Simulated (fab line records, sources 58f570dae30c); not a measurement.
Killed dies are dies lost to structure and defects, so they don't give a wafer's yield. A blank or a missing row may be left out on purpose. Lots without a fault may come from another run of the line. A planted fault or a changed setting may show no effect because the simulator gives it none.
fab line records | flow berkeley_cmos170
record lots=5 wafers=15 last_day=10
route steps=331 shown PSD@175 NSD@187 BACKSIDE@199 SDANNEAL@204 PLDD@208 NLDD@209 SILICIDE@210 CONTACT@216
lots that met no fault: from a run of the same line without faults
start_h: hours from the record's first day to the start of the lot's first wafer shown | wait_h: hours since the lot's step before | " the same as in the row above | L1.1+2: a row that stands for several wafers | - no value, or no start given | * or withheld: withheld | < > ~ a bound
route shown NAME@n: a module of which the file shows steps, and the number in the route of the first | usual: mean/standard deviation of fault-free wafers | same: alike in all rows | chamber/n: place in a boat | sites: the reading at each site | _std_site: their standard deviation | _edge_site: outer sites' mean less inner sites' | radius_mm: how far each site lies from the wafer's centre | mask NAME#n: copy n | behind: the tool/chamber that last shaped the wafer | hold: why the lot was held/for how many hours/how that ended | device: the transistor (n, p or np) that didn't switch | end of line: the same wafers' tests at the end of the route | a step without rows: its recipe alone | killed: dies lost to structure and defects at the first sort, not the wafer's yield | map: a wafer's dies, x killed, . not, _ none there
set.NAME: the setting as run; set.NAME@STEP: as run at that earlier step | model.NAME: the simulator's own value behind a step, which no gauge read
lots at some steps of the route; a table a step, a row a wafer
services: from which hour (start_h, from the record's first day; less than 0 if before it) a tool's chamber was out of use, for how many hours, and why
## steps
# step UCB170_PSD_HMDS_00
# recipe prime_time_s=60 prime_temp_c=100
# columns lot.wafer tool chamber start_h wait_h
L083.1+3+6 litho_track-02 0 182.13 0.4
L084.1+2+4 litho_track-04 0 182.23 0.5
L082.4+5+6 litho_track-01 0 182.50 0.7
L086.2+3+6 litho_track-02 0 199.85 0.1
L089.1+3+5 litho_track-04 0 212.65 0.0
# step UCB170_PSD_COAT_01
# recipe resist=KrF spin_rpm=1500 resist_thk_nm=900
# columns lot.wafer tool chamber start_h wait_h
L083.1+3+6 litho_track-02 0 182.28 0.1
L084.1+2+4 litho_track-04 0 182.38 0.1
L082.4+5+6 litho_track-01 0 182.65 0.1
L086.2+3+6 litho_track-02 0 200.00 0.1
L089.1+3+5 litho_track-04 0 212.80 0.1
# step UCB170_PSD_SOFTBAKE_02
# recipe resist=KrF temp_c=130 time_s=60
# same time_s=60
# columns lot.wafer tool chamber start_h wait_h
L083.1+3+6 litho_track-02 0 182.43 0.1
L084.1+2+4 litho_track-04 0 182.53 0.1
L082.4+5+6 litho_track-01 0 182.80 0.1
L086.2+3+6 litho_track-02 0 200.15 0.1
L089.1+3+5 litho_track-04 0 212.95 0.1
# step UCB170_PSD_EXPOSE_03
# recipe mask_id=PSELECT_MOD na=0.5 sigma_outer=0.6 source_shape=conventional target_cd_nm=1200 dose_mj=30
# columns lot.wafer tool chamber start_h wait_h mask
L083.1+3+6 krf_scanner-02 0 182.82 0.4 PSELECT_MOD#0
L084.1+2+4 krf_scanner-01 0 183.06 0.5 PSELECT_MOD#0
L082.4+5+6 krf_scanner-01 0 183.24 0.4 PSELECT_MOD#0
L086.2+3+6 krf_scanner-02 0 200.46 0.3 PSELECT_MOD#0
L089.1+3+5 krf_scanner-01 0 213.10 0.1 PSELECT_MOD#0
# step UCB170_PSD_PEB_04
# recipe peb_temp_c=130 peb_time_s=withheld resist=KrF
# columns lot.wafer tool chamber start_h wait_h
L083.1+3+6 litho_track-02 0 183.31 0.5
L084.1+2+4 litho_track-01 0 183.33 0.2
L082.4+5+6 litho_track-01 0 183.68 0.4
L086.2+3+6 litho_track-02 0 200.59 0.1
L089.1+3+5 litho_track-01 0 213.62 0.5
# step UCB170_PSD_DEVELOP_05
# recipe developer=TMAH develop_time_s=45 resist=KrF dev_temp_c=21
# columns lot.wafer tool chamber start_h wait_h
L083.1+3+6 litho_track-02 0 - -
L084.1+2+4 litho_track-01 0 - -
L082.4+5+6 litho_track-01 0 - -
L086.2+3+6 litho_track-02 0 - -
L089.1+3+5 litho_track-01 0 - -
# step UCB170_PSD_CD_MEAS_06
# recipe target_cd_nm=1200
# usual cd_nm=1200.0/1.4
# columns lot.wafer tool chamber start_h wait_h cd_nm
L083.1 cd_sem-02 - 183.58 - 1199.2
L083.3 " - " " 1198.9
L083.6 " - " " 1199.0
L084.1 cd_sem-01 - 183.60 - 1199.6
L084.2 " - " " 1198.3
L084.4 " - " " 1199.2
L082.4 cd_sem-01 - 183.94 - 1198.9
L082.5 " - " " 1199.3
L082.6 " - " " 1200.5
L086.2 cd_sem-02 - 200.86 - 1199.6
L086.3 " - " " 1200.0
L086.6 " - " " 1200.2
L089.1 cd_sem-02 - 213.89 - 1197.4
L089.3 " - " " 1197.6
L089.5 " - " " 1196.7
# step UCB170_PSD_OVL_MEAS_07
# usual PSD_OVL=3/4.9
# columns lot.wafer tool chamber start_h wait_h PSD_OVL[nm]
L083.1 overlay-02 - 183.70 0.1 -2
L083.3 " - " " -4
L083.6 " - " " -2
L084.1 overlay-01 - 183.72 0.1 -2
L084.2 " - " " -1
L084.4 " - " " 1
L082.4 overlay-01 - 184.01 0.1 4
L082.5 " - " " 2
L082.6 " - " " 2
L086.2 overlay-01 - 200.96 0.1 6
L086.3 " - " " 5
L086.6 " - " " 0
L089.1 overlay-01 - 214.01 0.1 3
L089.3 " - " " 7
L089.5 " - " " -4
# step UCB170_PSD_IMPLANT_08
# recipe species=B dose_cm2=3e+15 energy_kev=20 tilt_deg=7
# columns lot.wafer tool chamber start_h wait_h
L083.1+3+6 implanter-03 0 183.74 0.0
L084.1+2+4 implanter-01 0 183.76 0.0
L082.4+5+6 implanter-03 0 184.11 0.1
L086.2+3+6 implanter-04 0 201.02 0.0
L089.1+3+5 implanter-04 0 214.05 0.0
# step UCB170_PSD_STRIP_09
# recipe chemistry=O2 power_w=400 pressure_mtorr=3500 platen_temp_c=withheld o2_flow_sccm=400 overash_fraction=0.5
# usual drypump_motor_current_A=5.7/0.59 oes_product_au=0.600/0.0046 strip_time_to_endpoint_s=29.43/0.076
# columns lot.wafer tool chamber start_h wait_h drypump_motor_current_A oes_product_au rf_hours_counter_h strip_time_to_endpoint_s
L083.1 plasma_asher-03 1 183.89 0.1 5.1 0.598 34 29.45
L083.3 " 1 " " 5.0 0.605 - 29.43
L083.6 " 1 " " 5.0 0.604 - 29.44
L084.1 plasma_asher-01 0 183.91 0.1 5.1 0.599 52 29.44
L084.2 " 1 " " 5.5 0.605 52 29.39
L084.4 " 1 " " 5.5 0.595 - 29.44
L082.4 plasma_asher-03 0 184.21 0.1 6.5 0.597 - 29.42
L082.5 " 1 " " 5.0 0.603 - 29.36
L082.6 " 0 " " 6.5 0.595 - 29.33
L086.2 plasma_asher-01 0 201.14 0.1 5.1 0.599 53 29.23
L086.3 " 1 " " 5.5 0.602 - 29.36
L086.6 " 0 " " 5.1 0.605 - 29.32
L089.1 plasma_asher-02 1 214.20 0.1 6.5 0.593 10 29.43
L089.3 " 0 " " 5.9 0.598 - 29.43
L089.5 " 1 " " 6.5 0.600 - 29.43
# step UCB170_PSD_TW_MEAS_10
# usual PSD_TW=2332/34
# columns lot.wafer tool chamber start_h wait_h PSD_TW
L083.1 film_metro-01 - 183.99 0.1 2376
L083.3 " - " " 2372
L083.6 " - " " 2379
L084.1 film_metro-04 - 184.01 0.1 2356
L084.2 " - " " 2353
L084.4 " - " " 2350
L082.4 film_metro-02 - 184.31 0.1 2280
L082.5 " - " " 2285
L082.6 " - " " 2289
L086.2 film_metro-02 - 201.25 0.1 2274
L086.3 " - " " 2282
L086.6 " - " " 2276
L089.1 film_metro-01 - 214.30 0.1 2379
L089.3 " - " " 2374
L089.5 " - " " 2361
# step UCB170_PSD_CLEAN_11
# recipe chemistry=SPM temp_c=120 time_s=600
# usual bath_heat_duty_pct=13.2/1.6
# same time_s=600
# columns lot.wafer tool chamber start_h wait_h bath_heat_duty_pct
L083.1 wet_bench-04 0 184.05 0.1 13.7
L083.3 " 0 " " 14.0
L083.6 " 0 " " 13.0
L084.1 wet_bench-03 0 184.07 0.1 14.8
L084.2 " 0 " " 13.4
L084.4 " 0 " " 14.0
L082.4 wet_bench-04 2 184.40 0.1 14.7
L082.5 " 2 " " 15.0
L082.6 " 2 " " 16.3
L086.2 wet_bench-01 2 203.36 2.1 13.5
L086.3 " 2 " " 11.9
L086.6 " 2 " " 12.4
L089.1 wet_bench-04 2 214.36 0.1 15.6
L089.3 " 2 " " 16.5
L089.5 " 2 " " 14.1
# step UCB170_NSD_HMDS_00
# recipe prime_time_s=60 prime_temp_c=100
# columns lot.wafer tool chamber start_h wait_h
L083.1+3+6 litho_track-01 0 184.60 0.4
L084.1+2+4 litho_track-04 0 184.86 0.6
L082.4+5+6 litho_track-01 0 185.13 0.6
L086.2+3+6 litho_track-01 0 203.66 0.1
L089.1+3+5 litho_track-03 0 214.53 0.0
# step UCB170_NSD_COAT_01
# recipe resist=KrF spin_rpm=1500 resist_thk_nm=900
# columns lot.wafer tool chamber start_h wait_h
L083.1+3+6 litho_track-01 0 184.75 0.1
L084.1+2+4 litho_track-04 0 185.01 0.1
L082.4+5+6 litho_track-01 0 185.28 0.1
L086.2+3+6 litho_track-01 0 203.81 0.1
L089.1+3+5 litho_track-03 0 214.68 0.1
# step UCB170_NSD_SOFTBAKE_02
# recipe resist=KrF temp_c=130 time_s=60
# same time_s=60
# columns lot.wafer tool chamber start_h wait_h
L083.1+3+6 litho_track-01 0 184.90 0.1
L084.1+2+4 litho_track-04 0 185.16 0.1
L082.4+5+6 litho_track-01 0 185.43 0.1
L086.2+3+6 litho_track-01 0 203.96 0.1
L089.1+3+5 litho_track-03 0 214.83 0.1
# step UCB170_NSD_EXPOSE_03
# recipe mask_id=NSELECT_MOD na=0.5 sigma_outer=0.6 source_shape=conventional target_cd_nm=1200 dose_mj=30
# columns lot.wafer tool chamber start_h wait_h mask
L083.1+3+6 krf_scanner-02 0 185.05 0.1 NSELECT_MOD#0
L084.1+2+4 krf_scanner-01 0 185.43 0.2 NSELECT_MOD#0
L082.4+5+6 krf_scanner-02 0 185.73 0.3 NSELECT_MOD#0
L086.2+3+6 krf_scanner-02 0 204.47 0.5 NSELECT_MOD#0
L089.1+3+5 krf_scanner-01 0 214.98 0.1 NSELECT_MOD#0
# step UCB170_NSD_PEB_04
# recipe peb_temp_c=130 peb_time_s=withheld resist=KrF
# columns lot.wafer tool chamber start_h wait_h
L083.1+3+6 litho_track-03 0 185.48 0.4
L084.1+2+4 litho_track-04 0 185.58 0.1
L082.4+5+6 litho_track-03 0 185.86 0.1
L086.2+3+6 litho_track-01 0 204.59 0.1
L089.1+3+5 litho_track-03 0 215.26 0.3
# step UCB170_NSD_DEVELOP_05
# recipe developer=TMAH develop_time_s=45 resist=KrF dev_temp_c=21
# columns lot.wafer tool chamber start_h wait_h
L083.1+3+6 litho_track-03 0 - -
L084.1+2+4 litho_track-04 0 - -
L082.4+5+6 litho_track-03 0 - -
L086.2+3+6 litho_track-01 0 - -
L089.1+3+5 litho_track-03 0 - -
# step UCB170_NSD_CD_MEAS_06
# recipe target_cd_nm=1200
# usual cd_nm=1199.7/1.4
# columns lot.wafer tool chamber start_h wait_h cd_nm
L083.1 cd_sem-01 - 185.75 - 1200.5
L083.3 " - " " 1200.8
L083.6 " - " " 1201.0
L084.1 cd_sem-01 - 185.87 - 1200.9
L084.2 " - " " 1201.9
L084.4 " - " " 1201.3
L082.4 cd_sem-02 - 186.12 - 1198.8
L082.5 " - " " 1199.5
L082.6 " - " " 1200.1
L086.2 cd_sem-01 - 204.86 - 1198.7
L086.3 " - " " 1198.4
L086.6 " - " " 1199.0
L089.1 cd_sem-02 - 215.53 - 1199.7
L089.3 " - " " 1201.0
L089.5 " - " " 1200.3
# step UCB170_NSD_OVL_MEAS_07
# usual NSD_OVL=2/4.9
# columns lot.wafer tool chamber start_h wait_h NSD_OVL[nm]
L083.1 overlay-02 - 185.87 0.1 -1
L083.3 " - " " -8
L083.6 " - " " -5
L084.1 overlay-02 - 185.99 0.1 -1
L084.2 " - " " 11
L084.4 " - " " 0
L082.4 overlay-01 - 186.20 0.1 5
L082.5 " - " " 0
L082.6 " - " " 8
L086.2 overlay-02 - 204.96 0.1 3
L086.3 " - " " 7
L086.6 " - " " 5
L089.1 overlay-01 - 215.65 0.1 1
L089.3 " - " " 2
L089.5 " - " " -5
# step UCB170_NSD_IMPLANT_08
# recipe species=P dose_cm2=3e+15 energy_kev=40 tilt_deg=7
# columns lot.wafer tool chamber start_h wait_h
L083.1+3+6 implanter-01 0 185.91 0.0
L084.1+2+4 implanter-02 0 186.03 0.0
L082.4+5+6 implanter-01 0 186.30 0.1
L086.2+3+6 implanter-04 0 205.02 0.0
L089.1+3+5 implanter-04 0 215.69 0.0
# step UCB170_NSD_STRIP_09
# recipe chemistry=O2 power_w=400 pressure_mtorr=3500 platen_temp_c=withheld o2_flow_sccm=400 overash_fraction=0.5
# usual drypump_motor_current_A=5.9/0.64 oes_product_au=0.533/0.0042 strip_time_to_endpoint_s=35.85/0.065
# columns lot.wafer tool chamber start_h wait_h drypump_motor_current_A oes_product_au rf_hours_counter_h strip_time_to_endpoint_s
L083.1 plasma_asher-02 0 186.06 0.1 5.8 0.535 7 36.03
L083.3 " 1 " " 6.5 0.539 - 36.01
L083.6 " 0 " " 5.8 0.529 - 35.94
L084.1 plasma_asher-03 0 186.18 0.1 6.5 0.534 34 35.86
L084.2 " 1 " " 5.0 0.535 34 35.89
L084.4 " 0 " " 6.5 0.531 - 35.88
L082.4 plasma_asher-02 1 186.40 0.1 6.5 0.540 - 35.80
L082.5 " 1 " " 6.5 0.537 - 35.84
L082.6 " 0 " " 5.9 0.536 - 35.77
L086.2 plasma_asher-04 0 205.14 0.1 4.7 0.531 52 35.91
L086.3 " 1 " " 6.0 0.529 - 35.94
L086.6 " 0 " " 4.7 0.530 - 35.91
L089.1 plasma_asher-02 1 215.84 0.1 6.5 0.527 10 35.90
L089.3 " 0 " " 5.9 0.526 - 35.86
L089.5 " 1 " " 6.5 0.532 - 35.81
# step UCB170_NSD_TW_MEAS_10
# usual NSD_TW=4191/65
# columns lot.wafer tool chamber start_h wait_h NSD_TW
L083.1 film_metro-02 - 186.16 0.1 4113
L083.3 " - " " 4124
L083.6 " - " " 4095
L084.1 film_metro-04 - 186.28 0.1 4236
L084.2 " - " " 4244
L084.4 " - " " 4236
L082.4 film_metro-01 - 186.50 0.1 4245
L082.5 " - " " 4250
L082.6 " - " " 4256
L086.2 film_metro-02 - 205.25 0.1 4106
L086.3 " - " " 4102
L086.6 " - " " 4103
L089.1 film_metro-02 - 215.94 0.1 4090
L089.3 " - " " 4092
L089.5 " - " " 4090
# step UCB170_NSD_CLEAN_11
# recipe chemistry=SPM temp_c=120 time_s=600
# usual bath_heat_duty_pct=13.8/0.94
# same time_s=600
# columns lot.wafer tool chamber start_h wait_h bath_heat_duty_pct
L083.1 wet_bench-02 2 186.22 0.1 13.2
L083.3 " 2 " " 12.0
L083.6 " 2 " " 13.0
L084.1 wet_bench-02 3 186.41 0.1 12.6
L084.2 " 3 " " 15.0
L084.4 " 3 " " 13.3
L082.4 wet_bench-02 1 186.60 0.1 13.8
L082.5 " 1 " " 13.2
L082.6 " 1 " " 13.0
L086.2 wet_bench-02 0 205.30 0.0 14.8
L086.3 " 0 " " 14.7
L086.6 " 0 " " 14.6
L089.1 wet_bench-04 1 216.00 0.1 15.8
L089.3 " 1 " " 13.4
L089.5 " 1 " " 14.5
# step UCB170_BACKSIDE_HMDS_00
# recipe prime_time_s=60 prime_temp_c=100
# columns lot.wafer tool chamber start_h wait_h
L083.1+3+6 litho_track-03 0 186.41 0.0
L084.1+2+4 litho_track-02 0 186.60 0.0
L082.4+5+6 litho_track-01 0 186.87 0.1
L086.2+3+6 litho_track-03 0 205.52 0.0
L089.1+3+5 litho_track-03 0 216.17 0.0
# step UCB170_BACKSIDE_COAT_01
# recipe resist=KrF spin_rpm=1500 resist_thk_nm=900
# columns lot.wafer tool chamber start_h wait_h
L083.1+3+6 litho_track-03 0 186.56 0.1
L084.1+2+4 litho_track-02 0 186.75 0.1
L082.4+5+6 litho_track-01 0 187.02 0.1
L086.2+3+6 litho_track-03 0 205.67 0.1
L089.1+3+5 litho_track-03 0 216.32 0.1
# step UCB170_BACKSIDE_SOFTBAKE_02
# recipe resist=KrF temp_c=130 time_s=60
# same time_s=60
# columns lot.wafer tool chamber start_h wait_h
L083.1+3+6 litho_track-03 0 186.71 0.1
L084.1+2+4 litho_track-02 0 186.90 0.1
L082.4+5+6 litho_track-01 0 187.17 0.1
L086.2+3+6 litho_track-03 0 205.82 0.1
L089.1+3+5 litho_track-03 0 216.47 0.1
# step UCB170_BACKSIDE_STRIP_03
# recipe chemistry=O2 power_w=400 pressure_mtorr=3500 platen_temp_c=withheld o2_flow_sccm=400 overash_fraction=0.5
# usual drypump_motor_current_A=5.5/0.62 oes_product_au=0.734/0.0043 strip_time_to_endpoint_s=22.00/0.065
# columns lot.wafer tool chamber start_h wait_h drypump_motor_current_A oes_product_au rf_hours_counter_h strip_time_to_endpoint_s
L083.1 plasma_asher-04 0 186.86 0.1 4.8 0.734 51 22.00
L083.3 " 1 " " 6.0 0.739 - 21.96
L083.6 " 0 " " 4.8 0.734 - 21.97
L084.1 plasma_asher-01 0 187.05 0.1 5.1 0.734 52 22.00
L084.2 " 1 " " 5.5 0.737 52 22.02
L084.4 " 0 " " 5.1 0.729 - 22.05
L082.4 plasma_asher-03 0 187.28 0.1 6.5 0.740 - 22.08
L082.5 " 0 " " 6.5 0.731 - 22.03
L082.6 " 1 " " 5.0 0.738 - 22.02
L086.2 plasma_asher-04 0 205.95 0.1 4.7 0.735 52 21.95
L086.3 " 0 " " 4.7 0.730 - 21.95
L086.6 " 0 " " 4.7 0.737 - 21.96
L089.1 plasma_asher-03 0 216.62 0.1 6.5 0.735 38 21.92
L089.3 " 0 " " 6.5 0.737 - 21.98
L089.5 " 1 " " 5.0 0.734 - 21.96
# step UCB170_BACKSIDE_CLEAN_04
# recipe chemistry=SPM temp_c=120 time_s=600
# usual bath_heat_duty_pct=14.0/0.89
# same time_s=600
# columns lot.wafer tool chamber start_h wait_h bath_heat_duty_pct
L083.1 wet_bench-02 3 187.18 0.3 12.5
L083.3 " 3 " " 13.0
L083.6 " 3 " " 14.2
L084.1 wet_bench-02 2 187.18 0.1 12.2
L084.2 " 2 " " 13.0
L084.4 " 2 " " 12.7
L082.4 wet_bench-02 3 187.37 0.1 14.0
L082.5 " 3 " " 14.7
L082.6 " 3 " " 13.6
L086.2 wet_bench-02 3 206.06 0.1 12.8
L086.3 " 3 " " 13.4
L086.6 " 3 " " 13.7
L089.1 wet_bench-04 1 216.72 0.1 14.8
L089.3 " 1 " " 15.2
L089.5 " 1 " " 15.3
# step UCB170_SDANNEAL_RTA_00
# recipe temp_c=900 time_s=10 ambient=N2
# usual lamp_power_pct=27/4.4 wafer_temp_C_max=904.6/0.84
# same time_s=10
# columns lot.wafer tool chamber start_h wait_h lamp_power_pct wafer_temp_C_max
L083.1 rtp_anneal-01 0 187.37 0.0 23 905.8
L083.3 " 0 " " 23 904.6
L083.6 " 0 " " 23 905.0
L084.1 rtp_anneal-02 0 187.37 0.0 32 904.6
L084.2 " 0 " " 32 904.3
L084.4 " 0 " " 32 904.5
L082.4 rtp_anneal-02 0 187.59 0.0 32 903.0
L082.5 " 0 " " 32 903.7
L082.6 " 0 " " 32 902.7
L086.2 rtp_anneal-01 0 206.25 0.0 23 904.4
L086.3 " 0 " " 23 904.4
L086.6 " 0 " " 23 904.7
L089.1 rtp_anneal-02 0 216.90 0.0 32 904.0
L089.3 " 0 " " 32 903.7
L089.5 " 0 " " 32 904.7
# step UCB170_SDANNEAL_RTA_01
# recipe temp_c=1050 time_s=5 ambient=N2
# usual lamp_power_pct=42/6.7 wafer_temp_C_max=1055.6/1.2
# same time_s=5
# columns lot.wafer tool chamber start_h wait_h lamp_power_pct wafer_temp_C_max
L083.1 rtp_anneal-01 0 187.43 0.1 36 1055.9
L083.3 " 0 " " 36 1053.6
L083.6 " 0 " " 36 1055.8
L084.1 rtp_anneal-02 0 187.43 0.1 49 1056.1
L084.2 " 0 " " 49 1054.4
L084.4 " 0 " " 49 1057.2
L082.4 rtp_anneal-02 0 187.65 0.1 49 1057.2
L082.5 " 0 " " 49 1057.3
L082.6 " 0 " " 49 1056.3
L086.2 rtp_anneal-01 0 206.32 0.1 36 1055.0
L086.3 " 0 " " 36 1055.1
L086.6 " 0 " " 36 1055.0
L089.1 rtp_anneal-02 0 216.97 0.1 49 1056.0
L089.3 " 0 " " 49 1055.3
L089.5 " 0 " " 49 1056.2
# step UCB170_SDANNEAL_RS_MEAS_02
# recipe thk_meas_gauge=four-point-probe
# usual PSD_RS=75.50/0.3
# columns lot.wafer tool chamber start_h wait_h PSD_RS[ohm/sq]
L083.1 film_metro-01 - 187.49 0.0 75.43
L083.3 " - " " 75.57
L083.6 " - " " 75.72
L084.1 film_metro-04 - 187.49 0.0 75.62
L084.2 " - " " 75.07
L084.4 " - " " 75.03
L082.4 film_metro-02 - 187.74 0.1 75.77
L082.5 " - " " 75.90
L082.6 " - " " 75.25
L086.2 film_metro-01 - 206.38 0.1 76.05
L086.3 " - " " 75.89
L086.6 " - " " 75.70
L089.1 film_metro-04 - 217.02 0.0 75.64
L089.3 " - " " 75.35
L089.5 " - " " 75.50
# step UCB170_SDANNEAL_RS_MEAS_03
# recipe thk_meas_gauge=four-point-probe
# usual NSD_RS=37.20/0.096
# columns lot.wafer tool chamber start_h wait_h NSD_RS[ohm/sq]
L083.1 film_metro-01 - 187.61 0.1 37.18
L083.3 " - " " 37.13
L083.6 " - " " 37.19
L084.1 film_metro-04 - 187.61 0.1 37.21
L084.2 " - " " 37.11
L084.4 " - " " 37.11
L082.4 film_metro-02 - 187.86 0.1 37.23
L082.5 " - " " 37.30
L082.6 " - " " 37.25
L086.2 film_metro-01 - 206.50 0.1 37.23
L086.3 " - " " 37.16
L086.6 " - " " 37.24
L089.1 film_metro-04 - 217.14 0.1 37.09
L089.3 " - " " 37.06
L089.5 " - " " 37.16
# step UCB170_SDANNEAL_RS_MEAS_04
# recipe thk_meas_gauge=four-point-probe
# usual PLDD_RS=1030/3.1
# columns lot.wafer tool chamber start_h wait_h PLDD_RS[ohm/sq]
L083.1 film_metro-01 - 187.73 0.1 1034
L083.3 " - " " 1032
L083.6 " - " " 1035
L084.1 film_metro-04 - 187.73 0.1 1030
L084.2 " - " " 1032
L084.4 " - " " 1030
L082.4 film_metro-02 - 187.98 0.1 1029
L082.5 " - " " 1029
L082.6 " - " " 1029
L086.2 film_metro-01 - 206.62 0.1 1031
L086.3 " - " " 1032
L086.6 " - " " 1029
L089.1 film_metro-04 - 217.26 0.1 1028
L089.3 " - " " 1025
L089.5 " - " " 1027
# step UCB170_SDANNEAL_RS_MEAS_05
# recipe thk_meas_gauge=four-point-probe
# usual NLDD_RS=615.1/1.4
# columns lot.wafer tool chamber start_h wait_h NLDD_RS[ohm/sq]
L083.1 film_metro-01 - 187.85 0.1 614.5
L083.3 " - " " 615.6
L083.6 " - " " 616.3
L084.1 film_metro-04 - 187.85 0.1 614.7
L084.2 " - " " 614.8
L084.4 " - " " 616.3
L082.4 film_metro-02 - 188.10 0.1 615.2
L082.5 " - " " 615.7
L082.6 " - " " 613.5
L086.2 film_metro-01 - 206.74 0.1 616.3
L086.3 " - " " 613.9
L086.6 " - " " 615.3
L089.1 film_metro-04 - 217.38 0.1 615.7
L089.3 " - " " 615.3
L089.5 " - " " 615.3
# step UCB170_SILICIDE_PRE_CLEAN_00
# recipe gas=Ar preclean_etch_time_s=60
# columns lot.wafer tool chamber start_h wait_h
L083.1+3+6 pvd_sputter-03 - 187.97 0.1
L084.1+2+4 pvd_sputter-02 - 187.97 0.1
L082.4+5+6 pvd_sputter-01 - 188.16 0.0
L086.2+3+6 pvd_sputter-03 - 206.84 0.1
L089.1+3+5 pvd_sputter-03 - 217.50 0.1
# step UCB170_SILICIDE_SPUTTER_01
# recipe material=Ti target_thk_nm=30 time_s=25 power_w=1500 chamber_pressure_pa=0.5
# usual throttle_valve_pct=30.4/1
# same time_s=25
# columns lot.wafer tool chamber start_h wait_h throttle_valve_pct
L083.1 pvd_sputter-03 - 188.04 0.0 29.5
L083.3 " - " " 31.5
L083.6 " - " " 31.8
L084.1 pvd_sputter-02 - 188.04 0.0 27.9
L084.2 " - " " 31.4
L084.4 " - " " 30.8
L082.4 pvd_sputter-01 - 188.23 0.0 29.2
L082.5 " - " " 31.4
L082.6 " - " " 30.6
L086.2 pvd_sputter-03 - 206.91 0.0 31.6
L086.3 " - " " 29.4
L086.6 " - " " 31.4
L089.1 pvd_sputter-03 - 217.57 0.0 30.1
L089.3 " - " " 31.5
L089.5 " - " " 29.4
# step UCB170_SILICIDE_RS_MEAS_02
# recipe thk_meas_gauge=four-point-probe reads=Ti_of_SILICIDE_SPUTTER_01
# usual SILICIDE_TI_RS=26.1/0.35
# columns lot.wafer tool chamber start_h wait_h SILICIDE_TI_RS[ohm/sq]
L083.1 film_metro-01 - 188.07 0.0 25.7
L083.3 " - " " 25.7
L083.6 " - " " 25.4
L084.1 film_metro-04 - 188.07 0.0 26.3
L084.2 " - " " 26.1
L084.4 " - " " 26.3
L082.4 film_metro-03 - 188.32 0.1 26.6
L082.5 " - " " 26.1
L082.6 " - " " 26.3
L086.2 film_metro-03 - 206.97 0.0 25.8
L086.3 " - " " 26.2
L086.6 " - " " 26.0
L089.1 film_metro-04 - 217.60 0.0 26.2
L089.3 " - " " 26.0
L089.5 " - " " 26.1
# step UCB170_SILICIDE_THK_MEAS_03
# recipe thk_meas_gauge=xrf reads=Ti_of_SILICIDE_SPUTTER_01
# usual SILICIDE_TI_THK=29.9/0.37
# columns lot.wafer tool chamber start_h wait_h SILICIDE_TI_THK[nm]
L083.1 film_metro-01 - 188.19 0.1 30.0
L083.3 " - " " 30.1
L083.6 " - " " 30.2
L084.1 film_metro-04 - 188.19 0.1 29.6
L084.2 " - " " 29.8
L084.4 " - " " 29.5
L082.4 film_metro-03 - 188.41 0.1 29.6
L082.5 " - " " 30.1
L082.6 " - " " 29.8
L086.2 film_metro-03 - 207.08 0.1 30.2
L086.3 " - " " 29.9
L086.6 " - " " 30.2
L089.1 film_metro-04 - 217.72 0.1 30.0
L089.3 " - " " 30.0
L089.5 " - " " 29.8
# step UCB170_SILICIDE_RTA_04
# recipe temp_c=650 time_s=15 ambient=N2
# usual lamp_power_pct=11.9/1.9 wafer_temp_C_max=653.4/0.67
# same time_s=15
# columns lot.wafer tool chamber start_h wait_h lamp_power_pct wafer_temp_C_max
L083.1 rtp_anneal-02 0 188.25 0.1 13.6 654.1
L083.3 " 0 " " 13.6 653.3
L083.6 " 0 " " 13.6 652.6
L084.1 rtp_anneal-01 0 188.25 0.1 9.9 653.3
L084.2 " 0 " " 9.9 653.7
L084.4 " 0 " " 9.9 654.3
L082.4 rtp_anneal-02 0 188.48 0.1 13.6 652.9
L082.5 " 0 " " 13.6 652.9
L082.6 " 0 " " 13.6 654.3
L086.2 rtp_anneal-01 0 207.14 0.1 9.9 654.0
L086.3 " 0 " " 9.9 654.3
L086.6 " 0 " " 9.9 653.5
L089.1 rtp_anneal-01 0 217.78 0.1 9.9 652.8
L089.3 " 0 " " 9.9 653.3
L089.5 " 0 " " 9.9 653.9
# step UCB170_SILICIDE_WET_ETCH_05
# recipe chemistry=SPM time_s=45 temp_c=120 target=Ti
# usual bath_heat_duty_pct=13.5/1.2
# same time_s=45
# columns lot.wafer tool chamber start_h wait_h bath_heat_duty_pct
L083.1 wet_bench-02 0 188.32 0.1 14.9
L083.3 " 0 " " 14.9
L083.6 " 0 " " 14.7
L084.1 wet_bench-02 0 188.32 0.1 13.3
L084.2 " 0 " " 14.8
L084.4 " 0 " " 12.6
L082.4 wet_bench-02 1 188.54 0.0 13.1
L082.5 " 1 " " 13.6
L082.6 " 1 " " 13.3
L086.2 wet_bench-02 1 207.22 0.1 14.2
L086.3 " 1 " " 14.3
L086.6 " 1 " " 12.9
L089.1 wet_bench-02 0 217.86 0.1 14.8
L089.3 " 0 " " 14.4
L089.5 " 0 " " 14.6
# step UCB170_CONTACT_CLEAN_00
# recipe chemistry=SPM temp_c=120 time_s=600
# usual bath_heat_duty_pct=13.5/1.4
# same time_s=600
# columns lot.wafer tool chamber start_h wait_h bath_heat_duty_pct
L083.1 wet_bench-02 0 188.35 0.0 15.5
L083.3 " 0 " " 14.4
L083.6 " 0 " " 14.1
L084.1 wet_bench-02 3 188.35 0.0 14.1
L084.2 " 3 " " 12.4
L084.4 " 3 " " 13.8
L082.4 wet_bench-02 1 188.56 0.0 12.8
L082.5 " 1 " " 12.4
L082.6 " 1 " " 11.9
L086.2 wet_bench-02 2 207.24 0.0 11.7
L086.3 " 2 " " 13.1
L086.6 " 2 " " 11.9
L089.1 wet_bench-02 0 217.88 0.0 15.5
L089.3 " 0 " " 14.6
L089.5 " 0 " " 16.2
# step UCB170_CONTACT_CVD_01
# recipe material=PSG target_thk_nm=700 temp_c=450 precursor=SiH4/O2/PH3 time_s=2820 pressure_mtorr=300 sih4_flow_sccm=60 o2_flow_sccm=90 ph3_flow_sccm=25
# same time_s=2820
# columns lot.wafer tool chamber start_h wait_h
L082.4+5+6 lpcvd-01 1 190.59 1.8
L083.1+3+6 lpcvd-01 1 190.59 2.1
L084.1+2+4 lpcvd-01 1 190.59 2.1
L086.2+3+6 lpcvd-02 0 207.41 0.0
L089.1+3+5 lpcvd-01 0 219.94 1.9
## services
# columns tool chamber start_h hours kind
krf_scanner-01 - 167.76 1.0 pm
pvd_sputter-03 - 170.80 6.1 repair
krf_scanner-02 - 173.65 1.3 pm
implanter-04 - 181.76 4.5 pm
krf_scanner-02 0 182.78 - calibration
krf_scanner-01 - 191.54 1.3 pm
krf_scanner-02 - 193.81 4.4 pm
implanter-02 - 196.95 5.3 pm
krf_scanner-01 - 198.90 3.6 pm
implanter-02 - 204.69 1.2 repair
implanter-02 - 210.26 0.6 repair
lpcvd-01 - 213.94 6.0 pm
## key
fault none
